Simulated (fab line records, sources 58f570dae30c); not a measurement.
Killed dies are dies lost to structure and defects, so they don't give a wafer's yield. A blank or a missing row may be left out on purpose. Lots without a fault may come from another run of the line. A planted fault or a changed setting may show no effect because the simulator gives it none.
Problem report in the 8D (eight disciplines) form, filled by code | flow berkeley_cmos170 | the parts of the form that need people (team, actions taken, sign-off) are left out

1. THE PROBLEM
oes_product_au at UCB170_GATE_ETCH_15 reads a mean of 0.900 a.u. on 1 wafer of 1 lot; wafers without a fault read 0.837 a.u. with a standard deviation of 0.012. That is +5.3 standard deviations from the usual mean.
The step: etches poly-Si in HBr/Cl2, stops on SiO2, time 56.3 s, target depth 278.2 nm.
First seen on wafer L147.3, day 9 13:49, on rie_si-02. The record holds 13 wafers of 5 lots with a number at this step. Rule for "out", or "out of limits": more than 4 standard deviations from the usual mean. The other wafers with a number count as sound.

2. WHAT IT IS AND WHAT IT IS NOT
question                    | is                     | is not
which readings at this step | oes_product_au         | drypump_motor_current_A, mfc_cl2_sccm, throttle_valve_pct
which lots                  | L147                   | L134, L137, L148, L149
which wafers of those lots  | all that have a number | -
read on which tools         | rie_si-02              | rie_si-01
when                        | from day 9 13:49       | up to then (6 sound wafers); but 6 sound wafers of L148, L149 came after

3. SUSPECTS, AND WHAT RULES EACH OUT
Counting: a tool at a process step up to the reading stays a suspect if it ran every lot that is out and no sound lot after the first of them.
- rie_diel-03 at UCB170_GATE_ETCH_14 (etches BARC in N2/H2): kept. It ran the lot that is out, L147 (day 9 13:46), and no sound lot after that; its last sound lot up to then is L134 (day 7 05:45).
- rie_si-02 at UCB170_GATE_ETCH_15 (etches poly-Si in HBr/Cl2, stops on SiO2, time 56.3 s, target depth 278.2 nm): kept. It ran the lot that is out, L147 (day 9 13:49), and no sound lot after that; its last sound lot up to then is L137 (day 7 08:28). Its own readings are out on those wafers: oes_product_au.
Left after counting: rie_diel-03 at UCB170_GATE_ETCH_14, rie_si-02 at UCB170_GATE_ETCH_15.

4. THE CAUSE (what the simulator had put in)
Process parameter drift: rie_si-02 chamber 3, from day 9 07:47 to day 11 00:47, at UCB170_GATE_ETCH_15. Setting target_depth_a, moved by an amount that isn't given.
Counting left 2 suspects, and this tool is among them.

5. THE CHAIN OF EFFECTS, in route order
Each row: a reading whose mean over the struck wafers that have a number lies more than 3 standard deviations from the usual. Only readings for which the record gives a usual standard deviation are gone through. hours: the time from each lot's start at the first step in this table that gives one to its start at this step, as a median over the lots. sigmas: the change in usual standard deviations.
hours | step                | reading        | usual      | on struck wafers | change | sigmas
0     | UCB170_GATE_ETCH_15 | oes_product_au | 0.837 a.u. | 0.900            | +0.063 | +5.3
The process steps in it:
- UCB170_GATE_ETCH_15: etches poly-Si in HBr/Cl2, stops on SiO2, time 56.3 s, target depth 278.2 nm.

6. WHAT WOULD HAVE CAUGHT IT SOONER
In this record the first reading out of limits was taken at day 9 13:49, 6 hours after the fault began at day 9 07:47.
